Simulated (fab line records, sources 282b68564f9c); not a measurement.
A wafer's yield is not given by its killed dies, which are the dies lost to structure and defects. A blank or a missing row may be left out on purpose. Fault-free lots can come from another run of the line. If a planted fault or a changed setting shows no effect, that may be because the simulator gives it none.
fab line records    flow rit-cmos
record lots=6  wafers=18  last-day=7
route steps=202 shown NSD@138 PSD@142 SDANNEAL@153 M1@202
lots with no fault: from the same line, run without faults
start-h: hours from the record's opening day to when the first of the lot's shown wafers began    wait-h: how many hours have passed since the lot's step before this one    " as in the row above    L1.1+2: a single row standing in for several wafers    - no value, or no start given    * or withheld: withheld    < > ~ a bound
route shown NAME@n: names a module that has steps shown in the file, with the first one's number in the route    usual: mean/standard deviation of fault-free wafers    same: alike in all rows    chamber/n: place in a boat    sites: readings site by site    _std_site: the standard deviation of these    _edge_site: mean of outer sites minus mean of inner sites    radius-mm: for every site, how far away it sits from the centre of the wafer    mask NAME#n: copy n    behind: the most recent tool/chamber to have shaped the wafer    hold: why the lot was held/for how many hours/how that ended    device: the transistor (n, p or np) that didn't switch    end of line: at the end of the route, the tests of the same wafers    a step given without rows: its recipe and nothing more    killed: the dies lost at the first sort to structure and to defects; this is not the yield of the wafer    map: shows each die of a wafer: x if killed, . if not, _ if none is there
set.NAME: the setting as run; set.NAME@STEP: as run at that earlier step    model.NAME: the simulator's own value behind a step, which no gauge read
lots at some steps of the route; a table a step, a row a wafer
services: from which hour (start-h, from the record's first day; less than 0 if before it) a tool's chamber was out of use, for how many hours, and why
## steps
# step RIT_NSD_HARDBAKE_07
# recipe resist=NOVOLAK  temp-c=140  time-s=60
# step RIT_NSD_IMPLANT_08
# recipe species=P  energy-kev=25  dose-cm2=1e+15  tilt-deg=7
# step RIT_NSD_STRIP_09
# recipe chemistry=O2  time-s=180  resist=NOVOLAK  platen-temp-c=withheld  power-w=500  pressure-mtorr=4000  o2-flow-sccm=4000
# usual drypump-motor-current-A=5.5/0.4
lot.wafer  tool             chamber  start-h  wait-h  drypump-motor-current-A  rf-hours-counter-h
L644.2     plasma-asher-01  1        64.10    0.1     5.9                      27
L644.3     "                1        "        "       5.9                      -
L644.5     "                1        "        "       5.9                      -
L646.3     plasma-asher-02  0        75.85    0.1     5.3                      -
L646.4     "                1        "        "       5.8                      -
L646.6     "                0        "        "       5.3                      -
L655.1     plasma-asher-02  0        119.51   0.1     5.3                      49
L655.2     "                1        "        "       5.8                      49
L655.5     "                1        "        "       5.7                      -
L656.3     plasma-asher-04  0        123.01   0.1     5.8                      -
L656.4     "                1        "        "       5.5                      -
L656.5     "                1        "        "       5.5                      -
L660.2     plasma-asher-02  1        144.34   0.1     5.7                      52
L660.4     "                1        "        "       5.7                      -
L660.5     "                0        "        "       5.3                      -
L662.2     plasma-asher-04  1        152.72   0.1     5.6                      4
L662.3     "                1        "        "       5.5                      -
L662.6     "                0        "        "       5.8                      -
# step RIT_NSD_TW_MEAS_10
# usual NSD_TW=3102/30
lot.wafer  tool           chamber  start-h  wait-h  NSD_TW
L644.2     film-metro-01  -        64.29    0.1     3117
L644.3     "              -        "        "       3117
L644.5     "              -        "        "       3133
L646.3     film-metro-01  -        75.98    0.1     3149
L646.4     "              -        "        "       3123
L646.6     "              -        "        "       3143
L655.1     film-metro-01  -        119.68   0.1     3158
L655.2     "              -        "        "       3146
L655.5     "              -        "        "       3141
L656.3     film-metro-03  -        123.15   0.1     3083
L656.4     "              -        "        "       3089
L656.5     "              -        "        "       3097
L660.2     film-metro-01  -        144.52   0.1     3123
L660.4     "              -        "        "       3124
L660.5     "              -        "        "       3124
L662.2     film-metro-02  -        152.90   0.1     3089
L662.3     "              -        "        "       3082
L662.6     "              -        "        "       3079
# step RIT_PSD_HMDS_00
# recipe prime-time-s=60  prime-temp-c=140
# step RIT_PSD_COAT_01
# recipe resist=NOVOLAK  spin-rpm=3250  resist-thk-nm=1000
# step RIT_PSD_SOFTBAKE_02
# recipe resist=NOVOLAK  temp-c=90  time-s=60
# step RIT_PSD_EXPOSE_03
# recipe mask-id=M10  na=0.57  target-cd-nm=40900  dose-mj=250
# step RIT_PSD_PEB_04
# recipe resist=NOVOLAK  temp-c=withheld  time-s=withheld
# step RIT_PSD_DEVELOP_05
# recipe resist=NOVOLAK  develop-time-s=50  dev-temp-c=23
# step RIT_PSD_OVL_MEAS_06
# usual PSD_OVL=-0.2/1.4
lot.wafer  tool        chamber  start-h  wait-h  PSD_OVL[nm]
L644.2     overlay-02  -        65.19    -       -0.8
L644.3     "           -        "        "       0.0
L644.5     "           -        "        "       -0.4
L646.3     overlay-02  -        77.01    -       -0.6
L646.4     "           -        "        "       1.0
L646.6     "           -        "        "       0.2
L655.1     overlay-01  -        120.79   -       -2.3
L655.2     "           -        "        "       -0.4
L655.5     "           -        "        "       -1.8
L656.3     overlay-02  -        124.05   -       -1.3
L656.4     "           -        "        "       -1.9
L656.5     "           -        "        "       -0.5
L660.2     overlay-01  -        145.55   -       0.2
L660.4     "           -        "        "       -0.1
L660.5     "           -        "        "       1.7
L662.2     overlay-02  -        153.81   -       0.5
L662.3     "           -        "        "       0.0
L662.6     "           -        "        "       -1.0
# step RIT_PSD_HARDBAKE_07
# recipe resist=NOVOLAK  temp-c=140  time-s=60
# step RIT_PSD_IMPLANT_08
# recipe species=BF2  energy-kev=27  dose-cm2=5e+15  tilt-deg=7
# usual beam-energy-keV=26.999/0.0071
lot.wafer  tool          chamber  start-h  wait-h  beam-energy-keV  model.implant.rp-nm  model.implant.drp-nm
L644.2     implanter-01  0        65.40    0.1     26.997           21.46                12.05
L644.3     "             0        "        "       26.996           21.46                12.05
L644.5     "             0        "        "       26.987           21.46                12.05
L646.3     implanter-02  0        77.24    0.1     27.007           21.46                12.05
L646.4     "             0        "        "       26.996           21.46                12.05
L646.6     "             0        "        "       26.985           21.46                12.05
L655.1     implanter-02  0        120.98   0.1     29.508           22.77                12.82
L655.2     "             0        "        "       29.499           22.77                12.82
L655.5     "             0        "        "       29.490           22.77                12.82
L656.3     implanter-01  0        124.27   0.1     27.002           22.54                12.05
L656.4     "             0        "        "       27.008           22.54                12.05
L656.5     "             0        "        "       27.003           22.54                12.05
L660.2     implanter-02  0        145.81   0.1     29.518           24                   12.82
L660.4     "             0        "        "       29.513           24                   12.82
L660.5     "             0        "        "       29.515           24                   12.82
L662.2     implanter-01  0        154.02   0.1     27.002           22.25                12.05
L662.3     "             0        "        "       26.992           22.25                12.05
L662.6     "             0        "        "       27.001           22.25                12.05
# step RIT_PSD_STRIP_09
# recipe chemistry=O2  time-s=180  resist=NOVOLAK  platen-temp-c=withheld  power-w=500  pressure-mtorr=4000  o2-flow-sccm=4000
# usual drypump-motor-current-A=5.4/0.44
lot.wafer  tool             chamber  start-h  wait-h  drypump-motor-current-A  rf-hours-counter-h
L644.2     plasma-asher-03  1        65.52    0.1     5.7                      43
L644.3     "                1        "        "       5.7                      -
L644.5     "                1        "        "       5.7                      -
L646.3     plasma-asher-03  0        77.39    0.1     4.8                      -
L646.4     "                1        "        "       5.7                      -
L646.6     "                1        "        "       5.7                      -
L655.1     plasma-asher-01  0        121.13   0.1     4.8                      32
L655.2     "                1        "        "       5.9                      32
L655.5     "                1        "        "       5.9                      -
L656.3     plasma-asher-02  1        124.43   0.1     5.7                      -
L656.4     "                0        "        "       5.3                      -
L656.5     "                0        "        "       5.3                      -
L660.2     plasma-asher-03  0        145.94   0.1     4.8                      52
L660.4     "                0        "        "       4.8                      -
L660.5     "                1        "        "       5.7                      -
L662.2     plasma-asher-01  0        154.14   0.1     4.8                      36
L662.3     "                1        "        "       5.8                      -
L662.6     "                1        "        "       5.9                      -
# step RIT_PSD_TW_MEAS_10
# usual PSD_TW=3397/28
lot.wafer  tool           chamber  start-h  wait-h  PSD_TW
L644.2     film-metro-02  -        65.71    0.1     3387
L644.3     "              -        "        "       3389
L644.5     "              -        "        "       3395
L646.3     film-metro-01  -        77.53    0.1     3443
L646.4     "              -        "        "       3424
L646.6     "              -        "        "       3459
L655.1     film-metro-03  -        121.30   0.1     3434
L655.2     "              -        "        "       3448
L655.5     "              -        "        "       3436
L656.3     film-metro-02  -        124.57   0.1     3394
L656.4     "              -        "        "       3399
L656.5     "              -        "        "       3390
L660.2     film-metro-02  -        146.12   0.1     3465
L660.4     "              -        "        "       3454
L660.5     "              -        "        "       3473
L662.2     film-metro-03  -        154.33   0.1     3368
L662.3     "              -        "        "       3375
L662.6     "              -        "        "       3384
# step RIT_SDANNEAL_CLEAN_00
# recipe chemistry=SC1  mix=3:3:50  time-s=572.4  temp-c=75
# step RIT_SDANNEAL_CLEAN_01
# recipe chemistry=dHF  dilution=50:1  time-s=30
# step RIT_SDANNEAL_CLEAN_02
# recipe chemistry=SC2  mix=3:3:50  time-s=600  temp-c=75  dry=n2-spin
# step RIT_SDANNEAL_RTA_03
# recipe temp-c=1050  time-s=5  idle-temp-c=600  ramp-up-c-per-s=342  ramp-down-c-per-s=171  cool-to-c=600  ambient=N2
# usual ramp-up-c-per-s=342.00/0.06  wafer_temp_C_max=1053.6/1.3
lot.wafer  tool           chamber  start-h  wait-h  ramp-up-c-per-s  wafer_temp_C_max
L644.2     rtp-anneal-02  0        66.15    0.0     341.89           1052.1
L644.3     "              0        "        "       342.10           1055.2
L644.5     "              0        "        "       342.05           1054.4
L646.3     rtp-anneal-02  0        77.96    0.0     342.02           1053.3
L646.4     "              0        "        "       341.96           1054.5
L646.6     "              0        "        "       341.98           1055.1
L655.1     rtp-anneal-01  0        121.73   0.0     342.02           1054.0
L655.2     "              0        "        "       342.11           1054.4
L655.5     "              0        "        "       341.96           1052.6
L656.3     rtp-anneal-02  0        124.99   0.0     341.89           1052.1
L656.4     "              0        "        "       341.91           1053.1
L656.5     "              0        "        "       342.04           1055.1
L660.2     rtp-anneal-02  0        146.60   0.0     341.95           1050.9
L660.4     "              0        "        "       342.01           1054.8
L660.5     "              0        "        "       341.97           1053.6
L662.2     rtp-anneal-02  0        154.77   0.0     342.03           1055.3
L662.3     "              0        "        "       341.95           1053.9
L662.6     "              0        "        "       341.92           1053.4
# step RIT_SDANNEAL_RS_MEAS_04
# recipe thk-meas-gauge=four-point-probe
# usual PSD_RS=115.93/0.25
lot.wafer  tool           chamber  start-h  wait-h  PSD_RS[ohm/sq]
L644.2     film-metro-01  -        66.22    0.1     115.90
L644.3     "              -        "        "       115.87
L644.5     "              -        "        "       116.20
L646.3     film-metro-03  -        78.04    0.1     115.61
L646.4     "              -        "        "       115.84
L646.6     "              -        "        "       115.57
L655.1     film-metro-03  -        121.79   0.0     110.96
L655.2     "              -        "        "       110.87
L655.5     "              -        "        "       110.86
L656.3     film-metro-01  -        125.13   0.1     115.90
L656.4     "              -        "        "       115.86
L656.5     "              -        "        "       116.06
L660.2     film-metro-01  -        146.67   0.1     110.68
L660.4     "              -        "        "       110.53
L660.5     "              -        "        "       110.72
L662.2     film-metro-03  -        154.84   0.1     115.88
L662.3     "              -        "        "       115.77
L662.6     "              -        "        "       116.06
# step RIT_SDANNEAL_RS_MEAS_05
# recipe thk-meas-gauge=four-point-probe
# usual NSD_RS=84.57/0.22
lot.wafer  tool           chamber  start-h  wait-h  NSD_RS[ohm/sq]
L644.2     film-metro-01  -        66.34    0.1     84.98
L644.3     "              -        "        "       84.82
L644.5     "              -        "        "       84.77
L646.3     film-metro-03  -        78.16    0.1     84.67
L646.4     "              -        "        "       84.39
L646.6     "              -        "        "       84.55
L655.1     film-metro-03  -        121.91   0.1     84.56
L655.2     "              -        "        "       84.19
L655.5     "              -        "        "       84.63
L656.3     film-metro-01  -        125.25   0.1     84.50
L656.4     "              -        "        "       84.63
L656.5     "              -        "        "       84.43
L660.2     film-metro-01  -        146.79   0.1     84.57
L660.4     "              -        "        "       84.91
L660.5     "              -        "        "       84.87
L662.2     film-metro-03  -        154.96   0.1     84.73
L662.3     "              -        "        "       84.76
L662.6     "              -        "        "       84.92
# step RIT_M1_PROBE_99
# usual killed-at-contacts=0.1/0.31  killed-at-front-end=7/3.2  killed-dies=7/3.2  killed-open=3.6/2.1  killed-short=3.5/2.1
# same gross-dies=264  killed_at_M0_to_M3=0  killed_at_M4_up=0  killed-at-back-side=0  killed-at-other=0
lot.wafer  tool       chamber  start-h  wait-h  killed-at-contacts  killed-at-front-end  killed-dies  killed-open  killed-short  model.etest.contact-pplus.end-ohm-um  model.etest.vpnp.gain
L644.2     prober-02  -        73.72    0.1     0                   9                    9            5            4             44.83                                 1.014
L644.3     prober-02  -        73.77    0.2     2                   7                    9            4            4             46.23                                 0.9854
L644.5     prober-02  -        73.87    0.2     0                   5                    5            2            3             45.23                                 1.001
L646.3     prober-01  -        85.84    0.2     1                   15                   16           8            8             44.92                                 1.018
L646.4     prober-01  -        85.89    0.2     0                   8                    8            4            4             44.69                                 0.9963
L646.6     prober-01  -        85.99    0.2     0                   4                    4            1            3             45.21                                 1.02
L655.1     prober-02  -        129.70   0.1     0                   7                    7            4            3             44.11                                 1.058
L655.2     prober-02  -        129.75   0.1     0                   7                    7            4            3             44.3                                  1.052
L655.5     prober-02  -        129.90   0.2     0                   5                    5            3            2             43.22                                 1.056
L656.3     prober-01  -        132.92   0.2     0                   7                    7            4            3             43.38                                 1.07
L656.4     prober-01  -        132.97   0.2     0                   7                    7            2            5             44.88                                 1.085
L656.5     prober-01  -        133.02   0.2     0                   10                   10           4            6             43.16                                 1.081
L660.2     prober-01  -        154.94   0.1     0                   6                    6            5            1             40.55                                 1.119
L660.4     prober-01  -        155.04   0.2     0                   6                    6            2            4             41.11                                 1.129
L660.5     prober-01  -        155.09   0.2     0                   6                    6            4            2             40.34                                 1.157
L662.2     prober-01  -        162.17   0.1     0                   7                    7            2            5             45.49                                 1.042
L662.3     prober-01  -        162.22   0.2     0                   8                    8            4            4             44.62                                 1.09
L662.6     prober-01  -        162.37   0.2     0                   7                    7            4            3             42.99                                 1.061
# killed by level:class
L644.2 GATE:geometric-particle:open=3 FOX2:geometric-particle:short=2 FOX1:geometric-particle:open=1 GATE:geometric-particle:short=1 REOX:geometric-particle:open=1 REOX:geometric-particle:short=1
L644.3 GATE:geometric-particle:short=2 FOX2:geometric-particle:open=1 GATE:geometric-particle:open=1 SPACER:geometric-particle:short=1 SILICIDE:geometric-particle:open=1 CONTACT:geometric-particle:open=1 CONTACT:geometric-particle:short=1 PLDD:coat-microbubble-printed=1
L644.5 FOX2:geometric-particle:short=2 FOX1:geometric-particle:short=1 FOX1:geometric-particle:open=1 GATE:geometric-particle:open=1
L646.3 GATE:geometric-particle:open=4 GATE:geometric-particle:short=4 FOX1:geometric-particle:open=2 FOX1:geometric-particle:short=1 REOX:geometric-particle:open=1 REOX:geometric-particle:short=1 SPACER:geometric-particle:open=1 SILICIDE:geometric-particle:short=1
L646.4 FOX2:geometric-particle:open=2 SILICIDE:geometric-particle:short=2 FOX1:geometric-particle:open=1 GATE:geometric-particle:short=1 REOX:geometric-particle:short=1 SPACER:geometric-particle:open=1
L646.6 FOX2:geometric-particle:short=3 FOX2:geometric-particle:open=1
L655.1 REOX:geometric-particle:open=3 REOX:geometric-particle:short=2 GATE:geometric-particle:short=1 SILICIDE:geometric-particle:open=1
L655.2 GATE:geometric-particle:open=3 SILICIDE:geometric-particle:short=2 FOX2:geometric-particle:open=1 FOX2:geometric-particle:short=1
L655.5 GATE:geometric-particle:open=2 GATE:geometric-particle:short=1 REOX:geometric-particle:short=1 SILICIDE:geometric-particle:open=1
L656.3 GATE:geometric-particle:short=3 GATE:geometric-particle:open=3 SILICIDE:geometric-particle:open=1
L656.4 GATE:geometric-particle:short=5 FOX1:geometric-particle:open=2
L656.5 GATE:geometric-particle:short=4 GATE:geometric-particle:open=2 FOX2:geometric-particle:open=1 REOX:geometric-particle:open=1 REOX:geometric-particle:short=1 SPACER:geometric-particle:short=1
L660.2 FOX1:geometric-particle:open=2 FOX2:geometric-particle:open=1 FOX2:geometric-particle:short=1 GATE:geometric-particle:open=1 SPACER:geometric-particle:open=1
L660.4 FOX1:geometric-particle:open=1 FOX1:geometric-particle:short=1 FOX2:geometric-particle:short=1 REOX:geometric-particle:short=1 SILICIDE:geometric-particle:open=1 SILICIDE:geometric-particle:short=1
L660.5 FOX1:geometric-particle:open=2 FOX1:geometric-particle:short=1 GATE:geometric-particle:short=1 SPACER:geometric-particle:open=1 SILICIDE:geometric-particle:open=1
L662.2 FOX1:geometric-particle:short=3 GATE:geometric-particle:short=1 GATE:geometric-particle:open=1 SILICIDE:geometric-particle:open=1 SILICIDE:geometric-particle:short=1
L662.3 GATE:geometric-particle:open=4 SILICIDE:geometric-particle:short=2 GATE:geometric-particle:short=1 SPACER:geometric-particle:short=1
L662.6 GATE:geometric-particle:short=2 FOX1:geometric-particle:open=1 GATE:geometric-particle:open=1 REOX:geometric-particle:open=1 SPACER:geometric-particle:short=1 SILICIDE:geometric-particle:open=1
## services
tool             chamber  start-h  hours  kind
plasma-asher-04  -        54.47    2.2    repair
plasma-asher-01  -        70.32    15.6   pm
plasma-asher-04  -        108.75   9.0    pm
plasma-asher-04  0        108.75   9.0    vent-cycle
plasma-asher-04  1        108.75   9.0    vent-cycle
plasma-asher-04  0        117.75   -      clean
plasma-asher-04  1        117.75   -      clean
plasma-asher-02  -        122.05   2.1    repair
## key
first-sign step=RIT_PSD_IMPLANT_08  reading=beam-energy-keV  direction=up  sigmas=99+  usual=26.999  struck=29.507
effect step=RIT_PSD_TW_MEAS_10  reading=PSD_TW  direction=up  sigmas=2  usual=3397  struck=3452
effect step=RIT_SDANNEAL_RS_MEAS_04  reading=PSD_RS  direction=down  sigmas=21  usual=115.93  struck=110.77
model-effect step=RIT_PSD_IMPLANT_08  value=implant.rp-nm  without=21.78  struck=23.39
model-effect step=RIT_M1_PROBE_99  value=etest.contact-pplus.end-ohm-um  without=45.06  struck=42.27
met-at RIT_PSD_IMPLANT_08
struck-wafers L655.1,L655.2,L655.5,L660.2,L660.4,L660.5
tester-left-out L655,L660
onset-between 77.24 120.98
fault kind=process-parameter-drift  tool=implanter-02  chamber=-  onset-h=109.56  steps=RIT_PSD_IMPLANT_08  channel=energy-kev  offset=2.5106  shape=step  end-h=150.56  acts-in=these-recipes-only  stated=27
# tester-left-out: of these lots the tester's yield and bins aren't shown, on N5 and GAA mostly nor the transistor test; their killed dies are dies lost to structure and defects alone, not to doping, threshold or leakage, so they don't give the yield
